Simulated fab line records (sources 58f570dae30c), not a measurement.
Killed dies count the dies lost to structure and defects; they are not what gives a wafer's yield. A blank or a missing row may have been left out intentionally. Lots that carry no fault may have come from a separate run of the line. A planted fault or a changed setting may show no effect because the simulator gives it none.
What tool caused it? :: flow berkeleyCmos170 :: 14 lots, 42 wafers sampled, at 3 steps of a route of 331

## WHAT THE GAUGES READ, wafer by wafer
UCB170_START_THK_MEAS_03. Usual: START_OXIDE_THK gives 21.7 nm (standard deviation 0.33).
lot: L527
measured: day 1 15:04
on: filmMetro-01
START_OXIDE_THK (nm): 21.4 21.7 21.1
flag: 

lot: L529
measured: day 2 00:00
on: filmMetro-04
START_OXIDE_THK (nm): 21.3 20.9 21.0
flag: 

lot: L532
measured: day 2 15:27
on: filmMetro-02
START_OXIDE_THK (nm): 22.0 21.7 21.8
flag: 

lot: L533
measured: day 2 21:47
on: filmMetro-01
START_OXIDE_THK (nm): 22.2 21.6 21.8
flag: 

lot: L534
measured: day 3 02:12
on: filmMetro-02
START_OXIDE_THK (nm): 22.1 21.9 21.8
flag: 

lot: L535
measured: day 3 06:49
on: filmMetro-04
START_OXIDE_THK (nm): 21.7 21.6 22.0
flag: 

lot: L537
measured: day 3 16:25
on: filmMetro-02
START_OXIDE_THK (nm): 21.9 22.0 22.2
flag: 

lot: L538
measured: day 3 23:40
on: filmMetro-01
START_OXIDE_THK (nm): 21.4 21.5 21.3
flag: 

lot: L539
measured: day 4 04:34
on: filmMetro-04
START_OXIDE_THK (nm): 22.1 22.4 22.3
flag: 

lot: L540
measured: day 4 10:07
on: filmMetro-02
START_OXIDE_THK (nm): 21.7 21.7 21.9
flag: 

lot: L545
measured: day 5 06:14
on: filmMetro-01
START_OXIDE_THK (nm): 21.7 21.7 21.5
flag: 

lot: L546
measured: day 5 14:10
on: filmMetro-02
START_OXIDE_THK (nm): 21.8 21.4 21.7
flag: 

lot: L549
measured: day 6 02:20
on: filmMetro-04
START_OXIDE_THK (nm): 21.9 22.0 22.2
flag: 

lot: L550
measured: day 6 13:05
on: filmMetro-02
START_OXIDE_THK (nm): 21.7 21.8 21.9
flag: 

UCB170_NWELL_THK_MEAS_02. Usual: NWELL_OXIDE_THK gives 26.4 nm (standard deviation 0.39).
lot: L527
measured: day 1 22:14
on: filmMetro-02
NWELL_OXIDE_THK (nm): 26.3 26.1 26.2
flag: 

lot: L529
measured: day 2 13:10
on: filmMetro-02
NWELL_OXIDE_THK (nm): 26.4 26.5 26.2
flag: 

lot: L532
measured: day 3 04:54
on: filmMetro-03
NWELL_OXIDE_THK (nm): 26.5 26.3 27.0
flag: 

lot: L533
measured: day 3 11:56
on: filmMetro-03
NWELL_OXIDE_THK (nm): 26.8 26.6 26.8
flag: 

lot: L534
measured: day 3 11:53
on: filmMetro-03
NWELL_OXIDE_THK (nm): 26.1 26.1 25.9
flag: 

lot: L535
measured: day 3 18:05
on: filmMetro-02
NWELL_OXIDE_THK (nm): 25.7 25.7 26.2
flag: 

lot: L537
measured: day 4 04:55
on: filmMetro-02
NWELL_OXIDE_THK (nm): 26.6 27.0 26.8
flag: 

lot: L538
measured: day 4 15:28
on: filmMetro-02
NWELL_OXIDE_THK (nm): 27.0 27.0 27.1
flag: 

lot: L539
measured: day 4 15:28
on: filmMetro-04
NWELL_OXIDE_THK (nm): 27.0 26.9 26.5
flag: 

lot: L540
measured: day 5 00:10
on: filmMetro-03
NWELL_OXIDE_THK (nm): 26.5 26.8 26.7
flag: 

lot: L545
measured: day 5 19:35
on: filmMetro-04
NWELL_OXIDE_THK (nm): 26.3 26.2 26.0
flag: 

lot: L546
measured: day 6 00:13
on: filmMetro-03
NWELL_OXIDE_THK (nm): 26.3 26.2 26.2
flag: 

lot: L549
measured: day 6 15:46
on: filmMetro-02
NWELL_OXIDE_THK (nm): 25.6 25.7 25.8
flag: 

lot: L550
measured: day 7 02:10
on: filmMetro-02
NWELL_OXIDE_THK (nm): 26.2 25.9 25.9
flag: 

## WHAT TOOL EACH LOT RAN ON (gives the tool, then ch and the chambers of the sampled wafers, and finally the start)
lot: L527
UCB170_ZERO_ETCH_06: rieDiel-02 ch 2,3, day 1 20:03

lot: L529
UCB170_ZERO_ETCH_06: rieDiel-03 ch 1,3, day 2 07:37

lot: L532
UCB170_ZERO_ETCH_06: rieDiel-03 ch 1,2,3, day 2 21:49

lot: L533
UCB170_ZERO_ETCH_06: rieDiel-02 ch 0,2,3, day 3 05:38

lot: L534
UCB170_ZERO_ETCH_06: rieDiel-02 ch 0,2,3, day 3 05:31

lot: L535
UCB170_ZERO_ETCH_06: rieDiel-03 ch 0,1,3, day 3 12:22

lot: L537
UCB170_ZERO_ETCH_06: rieDiel-04 ch 0,2, day 3 21:04

lot: L538
UCB170_ZERO_ETCH_06: rieDiel-02 ch 1,2,3, day 4 08:06

lot: L539
UCB170_ZERO_ETCH_06: rieDiel-03 ch 0,2,3, day 4 07:53

lot: L540
UCB170_ZERO_ETCH_06: rieDiel-02 ch 0,3, day 4 18:03

lot: L545
UCB170_ZERO_ETCH_06: rieDiel-04 ch 1,2, day 5 13:39

lot: L546
UCB170_ZERO_ETCH_06: rieDiel-02 ch 1,2, day 5 18:47

lot: L549
UCB170_ZERO_ETCH_06: rieDiel-04 ch 2,3, day 6 10:06

lot: L550
UCB170_ZERO_ETCH_06: rieDiel-02 ch 1,2,3, day 6 20:01
- UCB170_ZERO_ETCH_06: etches SiO2 in CHF3/CF4/Ar, time 12 s.

## AS READ BY THE TOOLS THEMSELVES (means over the sampled wafers that have a number; for cases with no such wafer, the mark the record gives instead)
UCB170_ZERO_ETCH_06. Usual: drypumpMotorCurrentA 5.9 A, standard deviation 0.37; oesProductAu 0.619 a.u., standard deviation 0.0073; rfFwdPowerW 491 W, standard deviation 3; throttleValvePct 9.24 %, standard deviation 0.13.
lot: L527
tool: rieDiel-02
drypumpMotorCurrentA (A): 6.3
oesProductAu (a.u.): 0.616
rfFwdPowerW (W): 493
throttleValvePct (%): 9.38
flag: 

lot: L529
tool: rieDiel-03
drypumpMotorCurrentA (A): 5.8
oesProductAu (a.u.): 0.621
rfFwdPowerW (W): 493
throttleValvePct (%): 9.31
flag: 

lot: L532
tool: rieDiel-03
drypumpMotorCurrentA (A): 5.9
oesProductAu (a.u.): 0.622
rfFwdPowerW (W): 492
throttleValvePct (%): 9.30
flag: 

lot: L533
tool: rieDiel-02
drypumpMotorCurrentA (A): 6.1
oesProductAu (a.u.): 0.621
rfFwdPowerW (W): 490
throttleValvePct (%): 9.28
flag: 

lot: L534
tool: rieDiel-02
drypumpMotorCurrentA (A): 6.1
oesProductAu (a.u.): 0.617
rfFwdPowerW (W): 491
throttleValvePct (%): 9.27
flag: 

lot: L535
tool: rieDiel-03
drypumpMotorCurrentA (A): 6.0
oesProductAu (a.u.): 0.620
rfFwdPowerW (W): 493
throttleValvePct (%): 9.24
flag: 

lot: L537
tool: rieDiel-04
drypumpMotorCurrentA (A): 5.3
oesProductAu (a.u.): 0.620
rfFwdPowerW (W): 491
throttleValvePct (%): 9.20
flag: 

lot: L538
tool: rieDiel-02
drypumpMotorCurrentA (A): 6.1
oesProductAu (a.u.): 0.620
rfFwdPowerW (W): 491
throttleValvePct (%): 9.22
flag: 

lot: L539
tool: rieDiel-03
drypumpMotorCurrentA (A): 6.0
oesProductAu (a.u.): 0.618
rfFwdPowerW (W): 493
throttleValvePct (%): 9.23
flag: 

lot: L540
tool: rieDiel-02
drypumpMotorCurrentA (A): 5.9
oesProductAu (a.u.): 0.620
rfFwdPowerW (W): 490
throttleValvePct (%): 9.18
flag: 

lot: L545
tool: rieDiel-04
drypumpMotorCurrentA (A): 5.2
oesProductAu (a.u.): 0.617
rfFwdPowerW (W): 491
throttleValvePct (%): 9.30
flag: 

lot: L546
tool: rieDiel-02
drypumpMotorCurrentA (A): 6.3
oesProductAu (a.u.): 0.618
rfFwdPowerW (W): 495
throttleValvePct (%): 9.27
flag: 

lot: L549
tool: rieDiel-04
drypumpMotorCurrentA (A): 5.3
oesProductAu (a.u.): 0.622
rfFwdPowerW (W): 489
throttleValvePct (%): 9.33
flag: 

lot: L550
tool: rieDiel-02
drypumpMotorCurrentA (A): 6.1
oesProductAu (a.u.): 0.620
rfFwdPowerW (W): 490
throttleValvePct (%): 9.22
flag: 

## THE ANSWER, worked out from the rows above alone
Rule: take the mean of a lot's wafers that have a number; if it is more than 3 standard deviations from the usual mean, the lot is off. A lot without any number at a reading at which 4 lots or more have one is off too. Any other lot the step has rows for is counted as sound. First the gauges in route order, then the tools' own readings, where a lot's mean is used as printed above. The first step at which some lot is off is used, and at that step the reading that is off furthest; a lot without a number counts as furthest.
None of the lots is off at any reading shown; this tells nothing.

## WHAT HAD BEEN PUT IN BY THE SIMULATOR
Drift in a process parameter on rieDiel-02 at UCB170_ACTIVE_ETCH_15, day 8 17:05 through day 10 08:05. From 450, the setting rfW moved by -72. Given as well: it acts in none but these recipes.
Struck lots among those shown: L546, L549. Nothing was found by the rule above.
